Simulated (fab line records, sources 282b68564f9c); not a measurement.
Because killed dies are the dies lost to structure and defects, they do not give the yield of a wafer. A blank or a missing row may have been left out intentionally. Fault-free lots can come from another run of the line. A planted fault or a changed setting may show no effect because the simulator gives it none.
fab line records :: flow ritCmos
record
  lots=14
  wafers=42
  lastDay=7
route steps=202 shown NRETRO@61 M1@202
lots with no fault: from the same line, run without faults
startH: the number of hours between the record's first day and the start of the first shown wafer of the lot :: waitH: time in hours since the lot's previous step :: " repeats the value in the row above :: L1.1+2: a row that stands for several wafers :: - no value, or no start given :: * or withheld: withheld :: < > ~ a bound
route shown NAME@n: NAME is a module with steps in the file, n the number in the route of the first one :: usual: the fault-free wafers' mean and standard deviation :: same: alike in all rows :: chamber/n: place in a boat :: sites: the reading at each site :: _std_site: their standard deviation :: _edge_site: mean of outer sites minus mean of inner sites :: radiusMm: for every site, how far away it sits from the centre of the wafer :: mask NAME#n: copy n :: behind: the tool/chamber that last shaped the wafer :: hold: why the lot went on hold/how many hours it stayed there/how the hold came to an end :: device: transistor that didn't switch, given as n, p or np :: end of line: the route-end tests of the same wafers :: a step given without rows: its recipe and nothing more :: killed: at the first sort, the dies lost to defects and structure; wafer yield is something else :: map: dies across one wafer; x = killed, . = not, _ = none there
set.NAME: the setting the step ran with; set.NAME@STEP: the setting that earlier step ran with :: model.NAME: the simulator's own value behind a step, which no gauge read
steps of the route over a sample of lots; a table a step, a row a wafer
services: a tool's chamber out of use, with start hour (startH, from the record's first day; less than 0 if before it), hours out, and reason
## steps
# step RIT_NRETRO_IMPLANT_08
# recipe
  species=P
  energyKev=70
  doseCm2=1e+13
  tiltDeg=7
# usual
  doseIonsCm2=1.0003e+13/1.2e+10
  faradayCurrentUA=31.7/0.63
lot.wafer: L447.1
tool: implanter-04
chamber: 0
startH: 32.81
waitH: 0.2
doseIonsCm2: 9.983e+12
faradayCurrentUA: 31.1

lot.wafer: L447.3
tool: implanter-04
chamber: 0
startH: 32.81
waitH: 0.2
doseIonsCm2: 1.0003e+13
faradayCurrentUA: 32.1

lot.wafer: L447.5
tool: implanter-04
chamber: 0
startH: 32.81
waitH: 0.2
doseIonsCm2: 9.982e+12
faradayCurrentUA: 32.7

lot.wafer: L448.3
tool: implanter-04
chamber: 0
startH: 34.92
waitH: 0.2
doseIonsCm2: 1.0017e+13
faradayCurrentUA: 31.6

lot.wafer: L448.4
tool: implanter-04
chamber: 0
startH: 34.92
waitH: 0.2
doseIonsCm2: 1.0001e+13
faradayCurrentUA: 32.1

lot.wafer: L448.5
tool: implanter-04
chamber: 0
startH: 34.92
waitH: 0.2
doseIonsCm2: 9.997e+12
faradayCurrentUA: 31.9

lot.wafer: L449.2
tool: implanter-04
chamber: 0
startH: 40.66
waitH: 0.2
doseIonsCm2: 9.994e+12
faradayCurrentUA: 31.9

lot.wafer: L449.4
tool: implanter-04
chamber: 0
startH: 40.66
waitH: 0.2
doseIonsCm2: 1.0002e+13
faradayCurrentUA: 31.1

lot.wafer: L449.6
tool: implanter-04
chamber: 0
startH: 40.66
waitH: 0.2
doseIonsCm2: 9.987e+12
faradayCurrentUA: 31.6

lot.wafer: L450.3
tool: implanter-04
chamber: 0
startH: 46.17
waitH: 0.2
doseIonsCm2: 1.0011e+13
faradayCurrentUA: 32.1

lot.wafer: L450.4
tool: implanter-04
chamber: 0
startH: 46.17
waitH: 0.2
doseIonsCm2: 1.0004e+13
faradayCurrentUA: 32.1

lot.wafer: L450.6
tool: implanter-04
chamber: 0
startH: 46.17
waitH: 0.2
doseIonsCm2: 9.989e+12
faradayCurrentUA: 32.1

lot.wafer: L451.1
tool: implanter-03
chamber: 0
startH: 52.37
waitH: 0.2
doseIonsCm2: 1.0031e+13
faradayCurrentUA: 30.9

lot.wafer: L451.2
tool: implanter-03
chamber: 0
startH: 52.37
waitH: 0.2
doseIonsCm2: 1.0039e+13
faradayCurrentUA: 31.2

lot.wafer: L451.6
tool: implanter-03
chamber: 0
startH: 52.37
waitH: 0.2
doseIonsCm2: 1.0011e+13
faradayCurrentUA: 31.5

lot.wafer: L452.3
tool: implanter-04
chamber: 0
startH: 58.45
waitH: 0.2
doseIonsCm2: 7.807e+12
faradayCurrentUA: 24.2

lot.wafer: L452.4
tool: implanter-04
chamber: 0
startH: 58.45
waitH: 0.2
doseIonsCm2: 7.802e+12
faradayCurrentUA: 25.4

lot.wafer: L452.6
tool: implanter-04
chamber: 0
startH: 58.45
waitH: 0.2
doseIonsCm2: 7.793e+12
faradayCurrentUA: 24.9

lot.wafer: L454.2
tool: implanter-03
chamber: 0
startH: 66.38
waitH: 0.2
doseIonsCm2: 1.0011e+13
faradayCurrentUA: 31.6

lot.wafer: L454.4
tool: implanter-03
chamber: 0
startH: 66.38
waitH: 0.2
doseIonsCm2: 9.998e+12
faradayCurrentUA: 32.1

lot.wafer: L454.6
tool: implanter-03
chamber: 0
startH: 66.38
waitH: 0.2
doseIonsCm2: 9.989e+12
faradayCurrentUA: 30.7

lot.wafer: L456.1
tool: implanter-04
chamber: 0
startH: 79.65
waitH: 0.2
doseIonsCm2: 7.811e+12
faradayCurrentUA: 24.3

lot.wafer: L456.4
tool: implanter-04
chamber: 0
startH: 79.65
waitH: 0.2
doseIonsCm2: 7.813e+12
faradayCurrentUA: 24.7

lot.wafer: L456.6
tool: implanter-04
chamber: 0
startH: 79.65
waitH: 0.2
doseIonsCm2: 7.802e+12
faradayCurrentUA: 25.4

lot.wafer: L461.1
tool: implanter-03
chamber: 0
startH: 99.78
waitH: 0.2
doseIonsCm2: 9.99e+12
faradayCurrentUA: 31.5

lot.wafer: L461.3
tool: implanter-03
chamber: 0
startH: 99.78
waitH: 0.2
doseIonsCm2: 1.0002e+13
faradayCurrentUA: 32.2

lot.wafer: L461.6
tool: implanter-03
chamber: 0
startH: 99.78
waitH: 0.2
doseIonsCm2: 9.984e+12
faradayCurrentUA: 32.4

lot.wafer: L465.1
tool: implanter-01
chamber: 0
startH: 128.54
waitH: 0.2
doseIonsCm2: 9.999e+12
faradayCurrentUA: 31.7

lot.wafer: L465.3
tool: implanter-01
chamber: 0
startH: 128.54
waitH: 0.2
doseIonsCm2: 1.0015e+13
faradayCurrentUA: 32.3

lot.wafer: L465.5
tool: implanter-01
chamber: 0
startH: 128.54
waitH: 0.2
doseIonsCm2: 9.986e+12
faradayCurrentUA: 32.8

lot.wafer: L467.4
tool: implanter-01
chamber: 0
startH: 134.52
waitH: 0.2
doseIonsCm2: 1.0006e+13
faradayCurrentUA: 32.5

lot.wafer: L467.5
tool: implanter-01
chamber: 0
startH: 134.52
waitH: 0.2
doseIonsCm2: 9.993e+12
faradayCurrentUA: 31.5

lot.wafer: L467.6
tool: implanter-01
chamber: 0
startH: 134.52
waitH: 0.2
doseIonsCm2: 1.0009e+13
faradayCurrentUA: 32.2

lot.wafer: L468.1
tool: implanter-04
chamber: 0
startH: 136.67
waitH: 0.2
doseIonsCm2: 9.981e+12
faradayCurrentUA: 32.3

lot.wafer: L468.3
tool: implanter-04
chamber: 0
startH: 136.67
waitH: 0.2
doseIonsCm2: 9.974e+12
faradayCurrentUA: 32.0

lot.wafer: L468.4
tool: implanter-04
chamber: 0
startH: 136.67
waitH: 0.2
doseIonsCm2: 1.0002e+13
faradayCurrentUA: 31.7

lot.wafer: L469.3
tool: implanter-01
chamber: 0
startH: 141.15
waitH: 0.2
doseIonsCm2: 1.0012e+13
faradayCurrentUA: 30.9

lot.wafer: L469.5
tool: implanter-01
chamber: 0
startH: 141.15
waitH: 0.2
doseIonsCm2: 1.0008e+13
faradayCurrentUA: 32.6

lot.wafer: L469.6
tool: implanter-01
chamber: 0
startH: 141.15
waitH: 0.2
doseIonsCm2: 1.0003e+13
faradayCurrentUA: 32.1

lot.wafer: L470.3
tool: implanter-03
chamber: 0
startH: 147.75
waitH: 0.2
doseIonsCm2: 1.0017e+13
faradayCurrentUA: 31.7

lot.wafer: L470.4
tool: implanter-03
chamber: 0
startH: 147.75
waitH: 0.2
doseIonsCm2: 1.0004e+13
faradayCurrentUA: 31.5

lot.wafer: L470.5
tool: implanter-03
chamber: 0
startH: 147.75
waitH: 0.2
doseIonsCm2: 1.0007e+13
faradayCurrentUA: 32.6
# step RIT_NRETRO_TW_MEAS_10
# usual
  NRETRO_TW=1046/6.6
lot.wafer: L447.1
tool: filmMetro-04
chamber: -
startH: 33.13
waitH: 0.1
NRETRO_TW: 1049

lot.wafer: L447.3
tool: filmMetro-04
chamber: -
startH: 33.13
waitH: 0.1
NRETRO_TW: 1051

lot.wafer: L447.5
tool: filmMetro-04
chamber: -
startH: 33.13
waitH: 0.1
NRETRO_TW: 1049

lot.wafer: L448.3
tool: filmMetro-02
chamber: -
startH: 35.22
waitH: 0.1
NRETRO_TW: 1044

lot.wafer: L448.4
tool: filmMetro-02
chamber: -
startH: 35.22
waitH: 0.1
NRETRO_TW: 1047

lot.wafer: L448.5
tool: filmMetro-02
chamber: -
startH: 35.22
waitH: 0.1
NRETRO_TW: 1043

lot.wafer: L449.2
tool: filmMetro-03
chamber: -
startH: 40.97
waitH: 0.1
NRETRO_TW: 1040

lot.wafer: L449.4
tool: filmMetro-03
chamber: -
startH: 40.97
waitH: 0.1
NRETRO_TW: 1048

lot.wafer: L449.6
tool: filmMetro-03
chamber: -
startH: 40.97
waitH: 0.1
NRETRO_TW: 1044

lot.wafer: L450.3
tool: filmMetro-03
chamber: -
startH: 46.46
waitH: 0.1
NRETRO_TW: 1043

lot.wafer: L450.4
tool: filmMetro-03
chamber: -
startH: 46.46
waitH: 0.1
NRETRO_TW: 1050

lot.wafer: L450.6
tool: filmMetro-03
chamber: -
startH: 46.46
waitH: 0.1
NRETRO_TW: 1042

lot.wafer: L451.1
tool: filmMetro-04
chamber: -
startH: 52.70
waitH: 0.1
NRETRO_TW: 1044

lot.wafer: L451.2
tool: filmMetro-04
chamber: -
startH: 52.70
waitH: 0.1
NRETRO_TW: 1038

lot.wafer: L451.6
tool: filmMetro-04
chamber: -
startH: 52.70
waitH: 0.1
NRETRO_TW: 1043

lot.wafer: L452.3
tool: filmMetro-02
chamber: -
startH: 58.74
waitH: 0.1
NRETRO_TW: 969

lot.wafer: L452.4
tool: filmMetro-02
chamber: -
startH: 58.74
waitH: 0.1
NRETRO_TW: 968

lot.wafer: L452.6
tool: filmMetro-02
chamber: -
startH: 58.74
waitH: 0.1
NRETRO_TW: 963

lot.wafer: L454.2
tool: filmMetro-02
chamber: -
startH: 66.69
waitH: 0.1
NRETRO_TW: 1051

lot.wafer: L454.4
tool: filmMetro-02
chamber: -
startH: 66.69
waitH: 0.1
NRETRO_TW: 1043

lot.wafer: L454.6
tool: filmMetro-02
chamber: -
startH: 66.69
waitH: 0.1
NRETRO_TW: 1043

lot.wafer: L456.1
tool: filmMetro-02
chamber: -
startH: 79.97
waitH: 0.1
NRETRO_TW: 968

lot.wafer: L456.4
tool: filmMetro-02
chamber: -
startH: 79.97
waitH: 0.1
NRETRO_TW: 965

lot.wafer: L456.6
tool: filmMetro-02
chamber: -
startH: 79.97
waitH: 0.1
NRETRO_TW: 965

lot.wafer: L461.1
tool: filmMetro-04
chamber: -
startH: 100.10
waitH: 0.1
NRETRO_TW: 1046

lot.wafer: L461.3
tool: filmMetro-04
chamber: -
startH: 100.10
waitH: 0.1
NRETRO_TW: 1042

lot.wafer: L461.6
tool: filmMetro-04
chamber: -
startH: 100.10
waitH: 0.1
NRETRO_TW: 1042

lot.wafer: L465.1
tool: filmMetro-02
chamber: -
startH: 128.87
waitH: 0.1
NRETRO_TW: 1041

lot.wafer: L465.3
tool: filmMetro-02
chamber: -
startH: 128.87
waitH: 0.1
NRETRO_TW: 1037

lot.wafer: L465.5
tool: filmMetro-02
chamber: -
startH: 128.87
waitH: 0.1
NRETRO_TW: 1034

lot.wafer: L467.4
tool: filmMetro-04
chamber: -
startH: 134.80
waitH: 0.1
NRETRO_TW: 1054

lot.wafer: L467.5
tool: filmMetro-04
chamber: -
startH: 134.80
waitH: 0.1
NRETRO_TW: 1054

lot.wafer: L467.6
tool: filmMetro-04
chamber: -
startH: 134.80
waitH: 0.1
NRETRO_TW: 1053

lot.wafer: L468.1
tool: filmMetro-03
chamber: -
startH: 137.00
waitH: 0.1
NRETRO_TW: 1057

lot.wafer: L468.3
tool: filmMetro-03
chamber: -
startH: 137.00
waitH: 0.1
NRETRO_TW: 1053

lot.wafer: L468.4
tool: filmMetro-03
chamber: -
startH: 137.00
waitH: 0.1
NRETRO_TW: 1058

lot.wafer: L469.3
tool: filmMetro-03
chamber: -
startH: 141.45
waitH: 0.1
NRETRO_TW: 1053

lot.wafer: L469.5
tool: filmMetro-03
chamber: -
startH: 141.45
waitH: 0.1
NRETRO_TW: 1052

lot.wafer: L469.6
tool: filmMetro-03
chamber: -
startH: 141.45
waitH: 0.1
NRETRO_TW: 1059

lot.wafer: L470.3
tool: filmMetro-03
chamber: -
startH: 148.04
waitH: 0.1
NRETRO_TW: 1050

lot.wafer: L470.4
tool: filmMetro-03
chamber: -
startH: 148.04
waitH: 0.1
NRETRO_TW: 1054

lot.wafer: L470.5
tool: filmMetro-03
chamber: -
startH: 148.04
waitH: 0.1
NRETRO_TW: 1055
# step RIT_M1_PROBE_99
# usual
  killedAtContacts=0.0/0.16
  killedAtFrontEnd=6.9/2.9
  killedDies=7.0/2.9
  killedOpen=3.4/2.1
  killedShort=3.5/1.8
# same
  grossDies=264
  killed_at_M0_to_M3=0
  killed_at_M4_up=0
  killedAtBackSide=0
  killedAtOther=0
lot.wafer: L467.4
tool: prober-01
chamber: -
startH: 162.93
waitH: 0.2
killedAtContacts: 0
killedAtFrontEnd: 8
killedDies: 8
killedOpen: 2
killedShort: 6

lot.wafer: L467.5
tool: prober-01
chamber: -
startH: 162.98
waitH: 0.2
killedAtContacts: 0
killedAtFrontEnd: 12
killedDies: 12
killedOpen: 9
killedShort: 3

lot.wafer: L467.6
tool: prober-01
chamber: -
startH: 163.03
waitH: 0.2
killedAtContacts: 0
killedAtFrontEnd: 7
killedDies: 7
killedOpen: 5
killedShort: 2
# killed by level:class
L467.4 FOX1:geometricParticle:short=2 FOX2:geometricParticle:short=1 REOX:geometricParticle:short=1 REOX:geometricParticle:open=1 SPACER:geometricParticle:short=1 SILICIDE:geometricParticle:open=1 SILICIDE:geometricParticle:short=1
L467.5 GATE:geometricParticle:open=3 FOX2:geometricParticle:open=2 SPACER:geometricParticle:open=2 SILICIDE:geometricParticle:short=2 FOX1:geometricParticle:open=1 FOX1:geometricParticle:short=1 SILICIDE:geometricParticle:open=1
L467.6 FOX1:geometricParticle:open=1 GATE:geometricParticle:short=1 GATE:geometricParticle:open=1 REOX:geometricParticle:open=1 REOX:geometricParticle:short=1 SPACER:geometricParticle:open=1 SILICIDE:geometricParticle:open=1
## services
tool: implanter-03
chamber: -
startH: 43.12
hours: 5.7
kind: pm

tool: implanter-03
chamber: -
startH: 66.74
hours: 2.6
kind: pm

tool: implanter-03
chamber: -
startH: 76.76
hours: 3.5
kind: repair

tool: implanter-03
chamber: -
startH: 121.60
hours: 4.1
kind: repair
## key
firstSign
  step=RIT_NRETRO_IMPLANT_08
  reading=doseIonsCm2
  direction=down
  sigmas=99+
  usual=1.0003e+13
  struck=7.805e+12
effect
  step=RIT_NRETRO_IMPLANT_08
  reading=faradayCurrentUA
  direction=down
  sigmas=11
  usual=31.7
  struck=24.8
effect
  step=RIT_NRETRO_TW_MEAS_10
  reading=NRETRO_TW
  direction=down
  sigmas=12
  usual=1046
  struck=966
metAt RIT_NRETRO_IMPLANT_08
struckLots L452,L456
testerLeftOut L452,L456
onsetBetween 46.17 58.45
fault
  kind=processParameterDrift
  tool=implanter-04
  chamber=-
  onsetH=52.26
  steps=RIT_NRETRO_IMPLANT_08
  channel=doseCm2
  offset=-2.2e+12
  shape=step
  endH=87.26
  actsIn=theseRecipesOnly
  stated=1e+13
# testerLeftOut: of these lots the tester's yield and bins aren't shown, on N5 and GAA mostly nor the transistor test; their killed dies are dies lost to structure and defects alone, not to doping, threshold or leakage, so they don't give the yield
